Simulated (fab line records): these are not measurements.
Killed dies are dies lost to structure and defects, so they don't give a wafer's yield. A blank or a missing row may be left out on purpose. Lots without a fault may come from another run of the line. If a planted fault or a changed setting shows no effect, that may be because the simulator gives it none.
Tool commonality check	flow rit cmos	42 wafers sampled across 14 lots

## THE REASON FOR OPENING IT
On 2 of the 14 lots, a flag is raised at RIT_CONTACT_CD_MEAS_08 on the reading cd nm. No-fault wafers: 1001.2 nm, standard deviation 2.2.
Rule: a lot is flagged when every wafer of it that has a number lies more than 4 standard deviations from that mean, or none has a number. The rest of the lots are taken to be sound.

lot	measured	on	cd nm (nm), wafer by wafer	flag
L335	day 3 10:35	cd sem-01	1003.6 1002.3 1004.6	
L336	day 3 13:19	cd sem-01	1002.3 1000.8 1000.2	
L337	day 3 16:26	cd sem-01	1000.8 999.6 998.6	
L338	day 4 00:16	cd sem-02	1002.5 1002.1 1001.1	
L339	day 4 02:31	cd sem-01	999.4 1001.5 998.5	
L340	day 4 08:59	cd sem-02	1002.2 1001.5 1003.0	
L343	day 5 03:23	cd sem-02	1003.6 1002.5 1002.7	
L344	day 5 07:50	cd sem-02	1001.6 1001.8 1000.8	
L345	day 5 11:29	cd sem-02	1001.0 1001.9 1002.6	
L346	day 5 19:05	cd sem-02	1000.2 999.0 999.9	
L349	day 6 09:07	cd sem-02	1000.0 997.8 997.6	
L350	day 6 12:20	cd sem-02	1153.5 1152.1 1152.5	FLAGGED
L351	day 6 17:52	cd sem-02	1118.4 1123.4 1122.9	FLAGGED
L355	day 7 15:16	cd sem-01	999.7 999.4 1001.8	
Average over the flagged lots: 1137.1 nm; offset from the usual +135.9 nm, equal to +62 standard deviations.

## TOOL THAT RAN EACH LOT
The record holds 1 process step before the reading, out of a route of 202 steps. Every cell lists first the tool, next ch and the chambers used by the sampled wafers, and last the start.
lot	flag	RIT_CONTACT_COAT_03
L335		litho track-04 ch 0, day 3 09:34
L336		litho track-01 ch 0, day 3 12:16
L337		litho track-04 ch 0, day 3 15:30
L338		litho track-01 ch 0, day 3 23:20
L339		litho track-01 ch 0, day 4 01:35
L340		litho track-01 ch 0, day 4 08:02
L343		litho track-04 ch 0, day 5 02:32
L344		litho track-01 ch 0, day 5 06:45
L345		litho track-04 ch 0, day 5 10:34
L346		litho track-02 ch 0, day 5 18:09
L349		litho track-01 ch 0, day 6 08:11
L350	FLAGGED	litho track-04 ch 0, day 6 11:24
L351	FLAGGED	litho track-04 ch 0, day 6 17:04
L355		litho track-02 ch 0, day 7 14:20
These steps, and what they do:
- RIT_CONTACT_COAT_03: resist thk 1000 nm.
- RIT_CONTACT_CD_MEAS_08: target cd 1000 nm.

## FLAGGED AGAINST TOTAL, ONE TOOL AT A TIME (gauges that did the reading follow at the end)
step	tool	lots run	flagged	share of the flagged lots	sound lots run after its first flagged lot
RIT_CONTACT_COAT_03	litho track-01	6	0	none	-
RIT_CONTACT_COAT_03	litho track-02	2	0	none	-
RIT_CONTACT_COAT_03	litho track-04	6	2	all	0
RIT_CONTACT_CD_MEAS_08	cd sem-01	5	0	none	-
RIT_CONTACT_CD_MEAS_08	cd sem-02	9	2	all	0

## WHAT THE TABLE ALLOWS
Rows of the table that ran all the flagged lots, 2 in number: litho track-04 at RIT_CONTACT_COAT_03; cd sem-02 at RIT_CONTACT_CD_MEAS_08.
- litho track-04 at RIT_CONTACT_COAT_03: 2 of its 6 lots flagged. Its last sound lot is L345 (day 5 10:34), its first flagged lot L350 (day 6 11:24): a fault that began between those two fits.
- cd sem-02 at RIT_CONTACT_CD_MEAS_08: 2 of its 9 lots flagged. Its last sound lot is L349 (day 6 09:07), its first flagged lot L350 (day 6 12:20): a fault that began between those two fits.
Because each of these 2 tools fits a fault that began at some hour, counting lots does not separate them. More lots, or a look at what each step does to the wafer, might.

## WHAT THE SIMULATOR HAD PUT IN
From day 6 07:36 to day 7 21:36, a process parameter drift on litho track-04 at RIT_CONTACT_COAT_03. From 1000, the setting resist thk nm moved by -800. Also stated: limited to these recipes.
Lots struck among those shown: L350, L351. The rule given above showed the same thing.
